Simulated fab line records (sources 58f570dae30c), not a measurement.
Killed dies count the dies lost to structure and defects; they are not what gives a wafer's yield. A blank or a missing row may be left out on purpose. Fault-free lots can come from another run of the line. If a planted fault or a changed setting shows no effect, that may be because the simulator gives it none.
Split-lot experiment || flow berkeley_cmos170 || route with 331 steps; 5 lots, 23 wafers read

## THE SPLIT ITSELF
At UCB170_NSD_IMPLANT_08, the setting energy_kev was moved away from the recipe's 40 on 9 of the 23 wafers read, by -4.4% to +5.8%. For the rest of the wafers, this setting stayed at what the recipe calls for.

## FROM THE SPLIT TO THE READING: what the file shows between them, 8 steps
- UCB170_NSD_STRIP_09: strips in O2
- UCB170_NSD_TW_MEAS_10
- UCB170_BACKSIDE_COAT_01: resist thk 900 nm (also split here: spin_rpm)
- UCB170_BACKSIDE_SOFTBAKE_02: time 60 s
- UCB170_BACKSIDE_STRIP_03: strips in O2
- UCB170_BACKSIDE_CLEAN_04: cleans in SPM, time 600 s
- UCB170_SDANNEAL_RTA_00: time 10 s
- UCB170_SDANNEAL_RTA_01: time 5 s

## THE READING
NSD_RS in ohm/sq, measured at UCB170_SDANNEAL_RS_MEAS_03 by four-point-probe. Fault-free wafers of this fab line usually give 37.26 ohm/sq, standard deviation 0.11 ohm/sq.

{"wafer": "L074.1", "tool, chamber at the split": "implanter-04, 0", "energy_kev as run": 42.31, "against the recipe": "+5.8%", "NSD_RS, ohm/sq": 36.52, "against lot-mates on the recipe": -0.76}
{"wafer": "L074.2", "tool, chamber at the split": "implanter-04, 0", "energy_kev as run": 40, "against the recipe": "recipe", "NSD_RS, ohm/sq": 37.32, "against lot-mates on the recipe": "-"}
{"wafer": "L074.3", "tool, chamber at the split": "implanter-04, 0", "energy_kev as run": 42.31, "against the recipe": "+5.8%", "NSD_RS, ohm/sq": 36.64, "against lot-mates on the recipe": -0.64}
{"wafer": "L074.4", "tool, chamber at the split": "implanter-04, 0", "energy_kev as run": 40, "against the recipe": "recipe", "NSD_RS, ohm/sq": 37.27, "against lot-mates on the recipe": "-"}
{"wafer": "L074.6", "tool, chamber at the split": "implanter-04, 0", "energy_kev as run": 40, "against the recipe": "recipe", "NSD_RS, ohm/sq": 37.25, "against lot-mates on the recipe": "-"}
{"wafer": "L075.1", "tool, chamber at the split": "implanter-04, 0", "energy_kev as run": 41.9, "against the recipe": "+4.7%", "NSD_RS, ohm/sq": 36.82, "against lot-mates on the recipe": -0.41}
{"wafer": "L075.3", "tool, chamber at the split": "implanter-04, 0", "energy_kev as run": 40, "against the recipe": "recipe", "NSD_RS, ohm/sq": 37.19, "against lot-mates on the recipe": "-"}
{"wafer": "L075.4", "tool, chamber at the split": "implanter-04, 0", "energy_kev as run": 40, "against the recipe": "recipe", "NSD_RS, ohm/sq": 37.21, "against lot-mates on the recipe": "-"}
{"wafer": "L075.5", "tool, chamber at the split": "implanter-04, 0", "energy_kev as run": 40, "against the recipe": "recipe", "NSD_RS, ohm/sq": 37.28, "against lot-mates on the recipe": "-"}
{"wafer": "L075.6", "tool, chamber at the split": "implanter-04, 0", "energy_kev as run": 41.9, "against the recipe": "+4.7%", "NSD_RS, ohm/sq": 36.77, "against lot-mates on the recipe": -0.46}
{"wafer": "L077.1", "tool, chamber at the split": "implanter-04, 0", "energy_kev as run": 39.17, "against the recipe": "-2.1%", "NSD_RS, ohm/sq": 37.57, "against lot-mates on the recipe": "+0.37"}
{"wafer": "L077.2", "tool, chamber at the split": "implanter-04, 0", "energy_kev as run": 40, "against the recipe": "recipe", "NSD_RS, ohm/sq": 37.24, "against lot-mates on the recipe": "-"}
{"wafer": "L077.3", "tool, chamber at the split": "implanter-04, 0", "energy_kev as run": 39.17, "against the recipe": "-2.1%", "NSD_RS, ohm/sq": 37.62, "against lot-mates on the recipe": "+0.42"}
{"wafer": "L077.4", "tool, chamber at the split": "implanter-04, 0", "energy_kev as run": 39.17, "against the recipe": "-2.1%", "NSD_RS, ohm/sq": 37.42, "against lot-mates on the recipe": "+0.22"}
{"wafer": "L077.6", "tool, chamber at the split": "implanter-04, 0", "energy_kev as run": 40, "against the recipe": "recipe", "NSD_RS, ohm/sq": 37.16, "against lot-mates on the recipe": "-"}
{"wafer": "L079.2", "tool, chamber at the split": "implanter-01, 0", "energy_kev as run": 38.22, "against the recipe": "-4.4%", "NSD_RS, ohm/sq": 37.72, "against lot-mates on the recipe": "+0.51"}
{"wafer": "L079.3", "tool, chamber at the split": "implanter-01, 0", "energy_kev as run": 40, "against the recipe": "recipe", "NSD_RS, ohm/sq": 37.19, "against lot-mates on the recipe": "-"}
{"wafer": "L079.4", "tool, chamber at the split": "implanter-01, 0", "energy_kev as run": 38.22, "against the recipe": "-4.4%", "NSD_RS, ohm/sq": 37.63, "against lot-mates on the recipe": "+0.42"}
{"wafer": "L079.5", "tool, chamber at the split": "implanter-01, 0", "energy_kev as run": 40, "against the recipe": "recipe", "NSD_RS, ohm/sq": 37.19, "against lot-mates on the recipe": "-"}
{"wafer": "L079.6", "tool, chamber at the split": "implanter-01, 0", "energy_kev as run": 40, "against the recipe": "recipe", "NSD_RS, ohm/sq": 37.25, "against lot-mates on the recipe": "-"}
{"wafer": "L081.3", "tool, chamber at the split": "implanter-04, 0", "energy_kev as run": 40, "against the recipe": "recipe", "NSD_RS, ohm/sq": 37.26, "against lot-mates on the recipe": "-"}
{"wafer": "L081.4", "tool, chamber at the split": "implanter-04, 0", "energy_kev as run": 40, "against the recipe": "recipe", "NSD_RS, ohm/sq": 37.41, "against lot-mates on the recipe": "-"}
{"wafer": "L081.6", "tool, chamber at the split": "implanter-04, 0", "energy_kev as run": 40, "against the recipe": "recipe", "NSD_RS, ohm/sq": 37.36, "against lot-mates on the recipe": "-"}

FIT RESULTS
A straight line over all 23 wafers: NSD_RS changes by -0.108 ohm/sq for each +1% of energy_kev; r = -0.97; the points scatter about the line by 0.078 ohm/sq.
The same after taking each lot's own level away (the mean of its wafers on the recipe; 23 wafers): -0.113 ohm/sq for each +1%; r = -0.97; scatter 0.074 ohm/sq.
Per that fit: largest energy_kev move, reading shift of 0.65 ohm/sq.
From 37.200 to 37.343 ohm/sq: that is the span of the lots' own levels, equal to 1.3 times the standard deviation above.
The two slopes are in agreement: the lot-to-lot level therefore moves the slope only a little.
Check: with one of the wafers moved furthest among these (+5.8%) left out of the fit, the line predicts -0.598 ohm/sq for it against its lot-mates. Against them it came out at -0.76 ohm/sq.

## OTHER SPLITS ON THESE WAFERS
These wafers also went through other splits before the reading. Each is held against what the fit with the lots' levels taken away leaves over:
{"other split on the same wafers": "UCB170_PLDD_COAT_01 resist_thk_nm", "wafers away from the commonest value": 7, "r with NSD_RS (lot level and that fit taken away)": "+0.13"}
{"other split on the same wafers": "UCB170_SPACER_CVD_00 time_s", "wafers away from the commonest value": 8, "r with NSD_RS (lot level and that fit taken away)": "+0.09"}
{"other split on the same wafers": "UCB170_BACKSIDE_COAT_01 spin_rpm", "wafers away from the commonest value": 11, "r with NSD_RS (lot level and that fit taken away)": -0.44}

## THE WHOLE CHAIN: every reading that the file lists as answering this split, in the file's order
{"step": "UCB170_NSD_IMPLANT_08", "what it does": "", "reading": "implant.rp_nm (the simulator's own value, which no gauge read)", "change (the file's fit)": "+0.477 nm for each +1% of the setting", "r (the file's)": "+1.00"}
{"step": "UCB170_NSD_IMPLANT_08", "what it does": "", "reading": "implant.drp_nm (the simulator's own value, which no gauge read)", "change (the file's fit)": "+0.179 nm for each +1% of the setting", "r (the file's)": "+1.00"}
{"step": "UCB170_NSD_STRIP_09", "what it does": "strips in O2", "reading": "strip_time_to_endpoint_s", "change (the file's fit)": "withheld for each +1% of the setting", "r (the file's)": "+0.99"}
{"step": "UCB170_NSD_TW_MEAS_10", "what it does": "", "reading": "NSD_TW", "change (the file's fit)": "+10.2 for each +1% of the setting", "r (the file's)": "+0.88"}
{"step": "UCB170_SDANNEAL_RS_MEAS_03", "what it does": "measures by four-point-probe", "reading": "NSD_RS", "change (the file's fit)": "-0.11 for each +1% of the setting", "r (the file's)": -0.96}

## FILE'S OWN FIT
NSD_RS changes by -0.11 ohm/sq for each +1% of energy_kev, r = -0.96.
